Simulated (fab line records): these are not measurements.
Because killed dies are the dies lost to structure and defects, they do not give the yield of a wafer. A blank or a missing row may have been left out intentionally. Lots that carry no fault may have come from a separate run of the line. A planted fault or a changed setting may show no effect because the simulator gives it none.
Which tool did it? :: flow rit_cmos :: 14 lots, 42 wafers sampled, at 4 steps of a route of 202

== WHAT THE GAUGES SHOWED, per wafer ==
RIT_NRETRO_TW_MEAS_10. Usual: NRETRO_TW gives 1048 (standard deviation 6.7).
lot: L408
measured: day 2 10:33
on: film_metro-04
NRETRO_TW: 1039 1038 1038
flag: 

lot: L409
measured: day 2 20:25
on: film_metro-02
NRETRO_TW: 1055 1051 1052
flag: 

lot: L410
measured: day 2 20:40
on: film_metro-03
NRETRO_TW: 1057 1058 1051
flag: 

lot: L411
measured: day 3 02:34
on: film_metro-02
NRETRO_TW: 1053 1055 1050
flag: 

lot: L412
measured: day 3 07:28
on: film_metro-04
NRETRO_TW: 1036 1039 1031
flag: 

lot: L413
measured: day 3 11:13
on: film_metro-02
NRETRO_TW: 1053 1053 1058
flag: 

lot: L414
measured: day 3 14:20
on: film_metro-04
NRETRO_TW: 1035 1040 1040
flag: 

lot: L415
measured: day 3 18:26
on: film_metro-03
NRETRO_TW: 1059 1056 1052
flag: 

lot: L416
measured: day 3 23:38
on: film_metro-02
NRETRO_TW: 1053 1059 1060
flag: 

lot: L417
measured: day 4 06:05
on: film_metro-03
NRETRO_TW: 1054 1050 1049
flag: 

lot: L418
measured: day 4 12:44
on: film_metro-02
NRETRO_TW: 1054 1055 1055
flag: 

lot: L422
measured: day 5 09:39
on: film_metro-03
NRETRO_TW: 1049 1052 1050
flag: 

lot: L426
measured: day 6 09:59
on: film_metro-02
NRETRO_TW: 1050 1052 1051
flag: 

lot: L431
measured: day 7 06:44
on: film_metro-02
NRETRO_TW: 1057 1056 1061
flag: 

RIT_GATE_THK_MEAS_07. Usual: GATE_OXIDE_THK gives 3.05 nm (standard deviation 0.067).
lot: L408
measured: day 2 19:21
on: film_metro-03
GATE_OXIDE_THK (nm): 3.09 3.05 3.07
flag: 

lot: L409
measured: day 3 00:39
on: film_metro-01
GATE_OXIDE_THK (nm): 3.07 3.12 3.07
flag: 

lot: L410
measured: day 3 00:39
on: film_metro-04
GATE_OXIDE_THK (nm): 3.03 3.04 2.99
flag: 

lot: L411
measured: day 3 09:32
on: film_metro-03
GATE_OXIDE_THK (nm): 3.09 3.02 3.00
flag: 

lot: L412
measured: day 3 11:23
on: film_metro-01
GATE_OXIDE_THK (nm): 3.06 3.08 3.04
flag: 

lot: L413
measured: day 3 16:07
on: film_metro-04
GATE_OXIDE_THK (nm): 3.04 3.14 3.09
flag: 

lot: L414
measured: day 3 19:33
on: film_metro-01
GATE_OXIDE_THK (nm): 3.11 3.11 3.04
flag: 

lot: L415
measured: day 3 22:11
on: film_metro-01
GATE_OXIDE_THK (nm): 3.05 2.98 2.99
flag: 

lot: L416
measured: day 4 05:47
on: film_metro-01
GATE_OXIDE_THK (nm): 3.05 3.07 3.04
flag: 

lot: L417
measured: day 4 17:10
on: film_metro-04
GATE_OXIDE_THK (nm): 3.54 3.63 3.57 3.56 3.62 3.61
flag: OFF

lot: L418
measured: day 4 23:41
on: film_metro-01
GATE_OXIDE_THK (nm): 3.54 3.58 3.56 3.57 3.56 3.57
flag: OFF

lot: L422
measured: day 5 19:29
on: film_metro-03
GATE_OXIDE_THK (nm): 3.05 3.15 3.15
flag: 

lot: L426
measured: day 6 15:09
on: film_metro-01
GATE_OXIDE_THK (nm): 3.01 3.09 3.14
flag: 

lot: L431
measured: day 7 11:02
on: film_metro-01
GATE_OXIDE_THK (nm): 2.99 3.02 2.97
flag: 

== WHAT TOOL EACH LOT RAN ON (gives the tool, then ch and the chambers of the sampled wafers, and finally the start) ==
lot: L408
RIT_ACTIVE_STRIP_14: plasma_asher-04 ch 0,1, day 1 15:47
RIT_GATE_OXIDATION_05: furnace-04 ch 0, day 2 16:19

lot: L409
RIT_ACTIVE_STRIP_14: plasma_asher-03 ch 0,1, day 1 20:57
RIT_GATE_OXIDATION_05: furnace-03 ch 0, day 2 22:59

lot: L410
RIT_ACTIVE_STRIP_14: plasma_asher-04 ch 0,1, day 2 04:07
RIT_GATE_OXIDATION_05: furnace-01 ch 0, day 2 23:11

lot: L411
RIT_ACTIVE_STRIP_14: plasma_asher-04 ch 0,1, day 2 08:29
RIT_GATE_OXIDATION_05: furnace-04 ch 0, day 3 07:03

lot: L412
RIT_ACTIVE_STRIP_14: plasma_asher-03 ch 0,1, day 2 11:31
RIT_GATE_OXIDATION_05: furnace-04 ch 0, day 3 10:04

lot: L413
RIT_ACTIVE_STRIP_14: plasma_asher-03 ch 1, day 2 19:06
RIT_GATE_OXIDATION_05: furnace-03 ch 0, day 3 14:17

lot: L414
RIT_ACTIVE_STRIP_14: plasma_asher-01 ch 0,1, day 2 22:32
RIT_GATE_OXIDATION_05: furnace-01 ch 0, day 3 16:24

lot: L415
RIT_ACTIVE_STRIP_14: plasma_asher-01 ch 0,1, day 3 01:55
RIT_GATE_OXIDATION_05: furnace-03 ch 0, day 3 20:51

lot: L416
RIT_ACTIVE_STRIP_14: plasma_asher-01 ch 0,1, day 3 07:32
RIT_GATE_OXIDATION_05: furnace-03 ch 0, day 4 02:02

lot: L417
RIT_ACTIVE_STRIP_14: plasma_asher-01 ch 0,1, day 3 12:51
RIT_GATE_OXIDATION_05: furnace-03 ch 0, day 4 10:51

lot: L418
RIT_ACTIVE_STRIP_14: plasma_asher-03 ch 0,1, day 3 17:15
RIT_GATE_OXIDATION_05: furnace-03 ch 0, day 4 19:05

lot: L422
RIT_ACTIVE_STRIP_14: plasma_asher-04 ch 0,1, day 4 14:00
RIT_GATE_OXIDATION_05: furnace-01 ch 0, day 5 15:05

lot: L426
RIT_ACTIVE_STRIP_14: plasma_asher-01 ch 0,1, day 5 12:10
RIT_GATE_OXIDATION_05: furnace-01 ch 0, day 6 13:48

lot: L431
RIT_ACTIVE_STRIP_14: plasma_asher-01 ch 0,1, day 6 12:59
RIT_GATE_OXIDATION_05: furnace-04 ch 0, day 7 09:43
- RIT_ACTIVE_STRIP_14: strips in O2, time 180 s.
- RIT_GATE_OXIDATION_05: target thk 3 nm, ox time 270 s.

== WHAT THE TOOLS THEMSELVES READ (means of the sampled wafers that have a number; where no wafer has one, the mark that the record gives instead) ==
RIT_ACTIVE_STRIP_14. Usual: drypump_motor_current_A reads 5.4 A (standard deviation 0.42).
lot: L408
tool: plasma_asher-04
drypump_motor_current_A (A): 5.7
flag: 

lot: L409
tool: plasma_asher-03
drypump_motor_current_A (A): 5.8
flag: 

lot: L410
tool: plasma_asher-04
drypump_motor_current_A (A): 5.7
flag: 

lot: L411
tool: plasma_asher-04
drypump_motor_current_A (A): 5.5
flag: 

lot: L412
tool: plasma_asher-03
drypump_motor_current_A (A): 5.8
flag: 

lot: L413
tool: plasma_asher-03
drypump_motor_current_A (A): 5.7
flag: 

lot: L414
tool: plasma_asher-01
drypump_motor_current_A (A): 4.9
flag: 

lot: L415
tool: plasma_asher-01
drypump_motor_current_A (A): 4.9
flag: 

lot: L416
tool: plasma_asher-01
drypump_motor_current_A (A): 5.0
flag: 

lot: L417
tool: plasma_asher-01
drypump_motor_current_A (A): 4.9
flag: 

lot: L418
tool: plasma_asher-03
drypump_motor_current_A (A): 5.8
flag: 

lot: L422
tool: plasma_asher-04
drypump_motor_current_A (A): 5.7
flag: 

lot: L426
tool: plasma_asher-01
drypump_motor_current_A (A): 5.0
flag: 

lot: L431
tool: plasma_asher-01
drypump_motor_current_A (A): 4.9
flag: 

RIT_GATE_OXIDATION_05. Usual: spike_tc_centre_C 902.6 C, standard deviation 1.3; spike_tc_load_C 927.0 C, standard deviation 1.3; spike_tc_source_C 922.8 C, standard deviation 1.2; tube_center_temp_C 900 C, standard deviation 0.076; tube_center_temp_C_max 902.2, standard deviation 0.35; zone_power_centre_pct 43.6 %, standard deviation 2.3.
lot: L408
tool: furnace-04
spike_tc_centre_C (C): 902.6
spike_tc_load_C (C): 925.5
spike_tc_source_C (C): 922.6
tube_center_temp_C (C): 900
tube_center_temp_C_max: 902.3
zone_power_centre_pct (%): 42.2
flag: 

lot: L409
tool: furnace-03
spike_tc_centre_C (C): 904.9
spike_tc_load_C (C): 928.2
spike_tc_source_C (C): 922.2
tube_center_temp_C (C): 900
tube_center_temp_C_max: 901.9
zone_power_centre_pct (%): 41.9
flag: 

lot: L410
tool: furnace-01
spike_tc_centre_C (C): 901.7
spike_tc_load_C (C): 927.4
spike_tc_source_C (C): 924.1
tube_center_temp_C (C): 900
tube_center_temp_C_max: 902.3
zone_power_centre_pct (%): 47.6
flag: 

lot: L411
tool: furnace-04
spike_tc_centre_C (C): 902.7
spike_tc_load_C (C): 925.7
spike_tc_source_C (C): 921.7
tube_center_temp_C (C): 900
tube_center_temp_C_max: 902.5
zone_power_centre_pct (%): 42.3
flag: 

lot: L412
tool: furnace-04
spike_tc_centre_C (C): 901.8
spike_tc_load_C (C): 925.8
spike_tc_source_C (C): 922.0
tube_center_temp_C (C): 900
tube_center_temp_C_max: 902.2
zone_power_centre_pct (%): 42.0
flag: 

lot: L413
tool: furnace-03
spike_tc_centre_C (C): 902.7
spike_tc_load_C (C): 926.7
spike_tc_source_C (C): 922.8
tube_center_temp_C (C): 900
tube_center_temp_C_max: 902.2
zone_power_centre_pct (%): 42.1
flag: 

lot: L414
tool: furnace-01
spike_tc_centre_C (C): 901.2
spike_tc_load_C (C): 927.6
spike_tc_source_C (C): 923.5
tube_center_temp_C (C): 900
tube_center_temp_C_max: 902.0
zone_power_centre_pct (%): 47.2
flag: 

lot: L415
tool: furnace-03
spike_tc_centre_C (C): 903.8
spike_tc_load_C (C): 927.7
spike_tc_source_C (C): 922.4
tube_center_temp_C (C): 900
tube_center_temp_C_max: 901.9
zone_power_centre_pct (%): 41.8
flag: 

lot: L416
tool: furnace-03
spike_tc_centre_C (C): 903.7
spike_tc_load_C (C): 927.6
spike_tc_source_C (C): 921.3
tube_center_temp_C (C): 900
tube_center_temp_C_max: 902.2
zone_power_centre_pct (%): 42.0
flag: 

lot: L417
tool: furnace-03
spike_tc_centre_C (C): 918.3
spike_tc_load_C (C): 942.8
spike_tc_source_C (C): 937.8
tube_center_temp_C (C): 915
tube_center_temp_C_max: 917.1
zone_power_centre_pct (%): 42.7
flag: OFF

lot: L418
tool: furnace-03
spike_tc_centre_C (C): 918.5
spike_tc_load_C (C): 942.7
spike_tc_source_C (C): 938.6
tube_center_temp_C (C): 915
tube_center_temp_C_max: 917.1
zone_power_centre_pct (%): 42.9
flag: OFF

lot: L422
tool: furnace-01
spike_tc_centre_C (C): 900.8
spike_tc_load_C (C): 927.1
spike_tc_source_C (C): 924.4
tube_center_temp_C (C): 900
tube_center_temp_C_max: 902.3
zone_power_centre_pct (%): 46.8
flag: 

lot: L426
tool: furnace-01
spike_tc_centre_C (C): 901.9
spike_tc_load_C (C): 927.3
spike_tc_source_C (C): 924.2
tube_center_temp_C (C): 900
tube_center_temp_C_max: 901.8
zone_power_centre_pct (%): 47.2
flag: 

lot: L431
tool: furnace-04
spike_tc_centre_C (C): 903.0
spike_tc_load_C (C): 927.2
spike_tc_source_C (C): 922.4
tube_center_temp_C (C): 900
tube_center_temp_C_max: 902.4
zone_power_centre_pct (%): 42.5
flag: 

== THE ANSWER, worked out from the rows above alone ==
Rule: lot off if the mean of its wafers having a number is beyond 3 standard deviations from the usual mean. Also off: a lot with no number at a reading for which 4 or more lots have one. All remaining lots with rows at the step are treated as sound. First the gauges in route order, then the tools' own readings, where a lot's mean is used as printed above. At the first step where some lot is off, the reading lying furthest off is the one used; lots without a number count as furthest.
Off: L417, L418, at RIT_GATE_THK_MEAS_07 (GATE_OXIDE_THK).
A tool fits if, at a process step before that reading, it ran every lot that is off, and no sound lot after the first of them. Not tried: the gauges at RIT_GATE_THK_MEAS_07; whatever is off there is also off at RIT_GATE_OXIDATION_05, on other tools, and gauge error can't account for it. One candidate fits, namely furnace-03 at RIT_GATE_OXIDATION_05. Its last sound lot is L416 (day 4 02:02), its first lot that is off L417 (day 4 10:51): a fault that began between those two fits.
The tool's own readings at RIT_GATE_OXIDATION_05 bear it out: on the lots that are off they differ by more than 5 times the standard deviation of the sound lots' means. spike_tc_centre_C reads 918.4 C there against 902.6 C on the sound lots; spike_tc_load_C reads 942.8 C there against 927.0 C on the sound lots; spike_tc_source_C reads 938.2 C there against 922.8 C on the sound lots; tube_center_temp_C reads 915 C there against 900 C on the sound lots; tube_center_temp_C_max reads 917.1 there against 902.2 on the sound lots.

== WHAT THE SIMULATOR HAD PUT IN ==
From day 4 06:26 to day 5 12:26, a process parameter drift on furnace-03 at RIT_GATE_OXIDATION_05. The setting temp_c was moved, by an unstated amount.
Struck lots among those shown: L417, L418. The rule given above showed the same thing.
